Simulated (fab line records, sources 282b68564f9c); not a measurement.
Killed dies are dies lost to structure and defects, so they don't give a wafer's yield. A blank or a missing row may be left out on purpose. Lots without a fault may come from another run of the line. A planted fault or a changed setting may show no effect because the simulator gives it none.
Which tool did it? | flow rit_cmos | 7 lots, 21 wafers sampled, at 2 steps of a route of 202

WHAT THE GAUGES READ, wafer by wafer
RIT_ACTIVE_THK_MEAS_04.
lot  | measured    | on            | ACTIVE_NITRIDE_THK (nm)
L756 | day 2 00:16 | film_metro-03 | 148.3 147.4 148.7
L759 | day 2 14:32 | film_metro-02 | 149.2 149.1 150.0
L762 | day 3 05:32 | film_metro-01 | 149.6 149.9 150.1
L764 | day 3 15:32 | film_metro-01 | 150.1 150.4 150.0
L766 | day 4 02:04 | film_metro-01 | 213.7 213.8 213.6
L769 | day 4 16:32 | film_metro-01 | 214.8 214.5 214.7
L776 | day 6 04:14 | film_metro-01 | 150.8 150.1 150.5

WHICH TOOL RAN EACH LOT (tool, then ch and the chambers of the sampled wafers, then the start)
lot  | RIT_ACTIVE_CVD_03
L756 | lpcvd-02 ch 1, day 1 22:07
L759 | lpcvd-02 ch 1, day 2 13:07
L762 | lpcvd-01 ch 1, day 3 04:07
L764 | lpcvd-01 ch 0, day 3 14:07
L766 | lpcvd-01 ch 0, day 4 00:38
L769 | lpcvd-01 ch 0, day 4 15:07
L776 | lpcvd-02 ch 1, day 6 02:07
- RIT_ACTIVE_CVD_03: deposits Si3N4 from SiH2Cl2/NH3, target thk 150 nm, time 1500 s.

THE ANSWER, worked out from the rows above alone
Rule: what is usual is taken from the lots themselves. Put in order of their means at a reading, lots are off if they are a third of the lots or fewer, leave a main group of 4 or more, and stand apart from it by a gap of 3 or more times the standard deviation of the main group's means; of several such gaps the widest counts. A main group whose means are all the same, to the digits that the tables above print for the reading, isn't used. A lot without any number at a reading at which 4 lots or more have one is off too. The other lots that the step has rows for count as sound.
Off: L766, L769, at RIT_ACTIVE_THK_MEAS_04 (ACTIVE_NITRIDE_THK). The main group: mean 149.6 nm, standard deviation 0.82.
A tool fits if, at a process step before that reading, it ran every lot that is off, and no sound lot after the first of them. The gauges at RIT_ACTIVE_THK_MEAS_04 are tried like those tools. One fits: lpcvd-01 at RIT_ACTIVE_CVD_03. Its last sound lot is L764 (day 3 14:07), its first lot that is off L766 (day 4 00:38): a fault that began between those two fits.

WHAT THE SIMULATOR HAD PUT IN
Process parameter drift: lpcvd-01, from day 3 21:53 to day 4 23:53, at RIT_ACTIVE_CVD_03. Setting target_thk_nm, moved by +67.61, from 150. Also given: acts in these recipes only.
Lots struck among those shown: L766, L769. The rule above found the same.
